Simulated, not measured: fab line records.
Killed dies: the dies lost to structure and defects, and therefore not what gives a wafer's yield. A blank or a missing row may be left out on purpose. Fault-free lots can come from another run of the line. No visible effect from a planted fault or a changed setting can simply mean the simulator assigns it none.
Problem report in the 8D (eight disciplines) form, filled by code	flow berkeley cmos170	the parts of the form that need people (team, actions taken, sign-off) are left out

1. THE PROBLEM
NSD_TW at UCB170_NSD_TW_MEAS_10 reads a mean of 30 on 3 wafers of 1 lot; wafers without a fault read 4177 with a standard deviation of 46. That puts it -90 standard deviations away from the usual mean.
First seen on wafer L200.1, day 8 17:58, on film metro-03. Wafers with a number at this step in the record: 39, from 13 lots. Rule for "out", or "out of limits": more than 4 standard deviations from the usual mean. Any other wafer with a number is counted as sound.

2. WHAT IT IS, WHAT IT ISN'T
question	is	is not
which readings at this step	NSD_TW	-
which lots	L200	L192, L193, L194, L195, L197, L198, L199, L209, L210, L211, L212, L213
which wafers of those lots	all that have a number	-
read on which gauges	film metro-03	film metro-01
when	from day 8 17:58	up to then (21 sound wafers); but 15 sound wafers of L209, L210, L211, L212, L213 came after

3. WHAT RULES OUT EACH SUSPECT
Counting: a tool stays on the suspect list if, at a process step up to the reading, it processed all lots that are out and no sound lot following the first of them.
- the gauge at UCB170_NSD_TW_MEAS_10 has been ruled out. All the wafers that are out were read on film metro-03, but those of them that UCB170_PSD_STRIP_09 has rows for are out there too, on other tools.
- plasma asher-03 at UCB170_PSD_STRIP_09 (strips in O2): ruled out as a lasting fault. Sound lots L212 ran on it after its first lot that is out, L200 (day 8 16:01).
- plasma asher-03 at UCB170_NSD_STRIP_09 (strips in O2): ruled out as a lasting fault. Sound lots L209, L213 ran on it after its first lot that is out, L200 (day 8 17:52).
Left after counting: nothing in the record.

4. THE CAUSE (what the simulator had put in)
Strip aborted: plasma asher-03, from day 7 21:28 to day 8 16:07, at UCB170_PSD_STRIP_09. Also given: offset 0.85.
It was ruled out by counting, in error; the rule expects a fault to strike all lots run on its tool from its start on, and this fault did not.

5. SEQUENCE OF EFFECTS, ordered by route
One row per reading whose mean, taken over the struck wafers that have a number, lies over 3 standard deviations from the usual. Only readings for which the record gives a usual standard deviation are gone through. hours: the time from each lot's start at the first step in this table that gives one to its start at this step, as a median over the lots. sigmas: the change in usual standard deviations.
hours	step	reading	usual	on struck wafers	change	sigmas
0	UCB170_PSD_STRIP_09	oes product au	0.600 a.u.	0.440	-0.160	-31
2	UCB170_NSD_STRIP_09	oes product au	0.534 a.u.	0.609	+0.075	+17
2	UCB170_NSD_STRIP_09	strip time to endpoint s	35.85 s	56.16	+20.31	+99 or more
2	UCB170_NSD_TW_MEAS_10	NSD_TW	4177	30	-4147	-90
It contains these process steps:
- UCB170_PSD_STRIP_09: strips in O2.
- UCB170_NSD_STRIP_09: strips in O2.
Readings that are blank on the struck wafers while sound wafers have them: strip time to endpoint s at UCB170_PSD_STRIP_09.

6. WHAT WOULD HAVE CAUGHT IT SOONER
20 hours passed between the start of the fault at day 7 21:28 and the first reading out of limits at a measuring or inspecting step in this record, taken at day 8 17:58.
At UCB170_PSD_STRIP_09, the tool's own readings (oes product au) were out on each struck wafer the step has a row for, so an alarm limit on them would have fired on the first such wafer.
